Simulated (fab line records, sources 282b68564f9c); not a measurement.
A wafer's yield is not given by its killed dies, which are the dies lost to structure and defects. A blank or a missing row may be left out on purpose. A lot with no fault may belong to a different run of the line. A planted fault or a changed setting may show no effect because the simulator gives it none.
Code-filled problem report in 8D (eight disciplines) form | flow rit cmos | the parts of the form that need people (team, actions taken, sign-off) are left out

== 1. WHAT WENT WRONG ==
Across 6 wafers from 2 lots, CONTACT_OVL at RIT_CONTACT_OVL_MEAS_09 averages 129.7 nm, while fault-free wafers read 0.0 nm with a standard deviation of 1.3. So: +99 or more standard deviations from the usual mean.
The first sign was on wafer L972.1 at day 5 21:08, on overlay-01. The record has a number at this step for 36 wafers belonging to 12 lots. Rule for "out", or "out of limits": more than 4 standard deviations from the usual mean. All remaining wafers that have a number are taken as sound.

== 2. WHAT THIS IS AND IS NOT ==
question                    | is                     | is not
which readings at this step | CONTACT_OVL            | -
which lots                  | L972, L973             | L959, L960, L961, L962, L963, L965, L971, L975, L978, L979
which wafers of those lots  | all that have a number | -
read on which gauges        | overlay-01             | overlay-02
when                        | from day 5 21:08       | up to then (21 sound wafers); but 9 sound wafers of L975, L978, L979 came after

== 3. THE SUSPECTS, EACH WITH WHAT RULES IT OUT ==
Counting: a tool at any process step up to the reading remains a suspect when it ran all the lots that are out and ran no sound lot after the first of those.
- the gauge at RIT_CONTACT_OVL_MEAS_09: kept. All the wafers that are out were read on overlay-01, and no step on other tools shows them out.
- iline stepper-01 at RIT_CONTACT_EXPOSE_05 (exposes mask M11, target cd 1000 nm): kept. All lots that are out passed through it, beginning with L972 at day 5 20:29, and no sound lot followed; its final sound lot before that point was L961 at day 3 18:36.
Remaining after the count are iline stepper-01 at RIT_CONTACT_EXPOSE_05 and overlay-01 at RIT_CONTACT_OVL_MEAS_09.

== 4. THE CAUSE (what the simulator had put in) ==
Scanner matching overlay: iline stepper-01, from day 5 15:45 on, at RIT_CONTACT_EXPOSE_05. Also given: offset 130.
After counting, 2 suspects remain, this tool included.

== 5. SEQUENCE OF EFFECTS, ordered by route ==
One row per reading whose mean, taken over the struck wafers that have a number, lies over 3 standard deviations from the usual. Readings are gone through only where the record gives a usual standard deviation; hours: the median, over the lots, of the time from a lot's start at the first step in this table giving one to that lot's start at this step; sigmas: the change measured in usual standard deviations.
hours | step                    | reading     | usual  | on struck wafers | change | sigmas
0     | RIT_CONTACT_OVL_MEAS_09 | CONTACT_OVL | 0.0 nm | 129.7            | +129.7 | +99 or more

== 6. WHAT WOULD HAVE CAUGHT IT SOONER ==
In this record the first reading out of limits at a measuring or inspecting step was taken at day 5 21:08, 5 hours after the fault began at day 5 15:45.
Lots out: 2; of these, L973 started RIT_CONTACT_EXPOSE_05 on iline stepper-01 after day 5 21:08. Had the tool been put on hold then, it would have been spared.
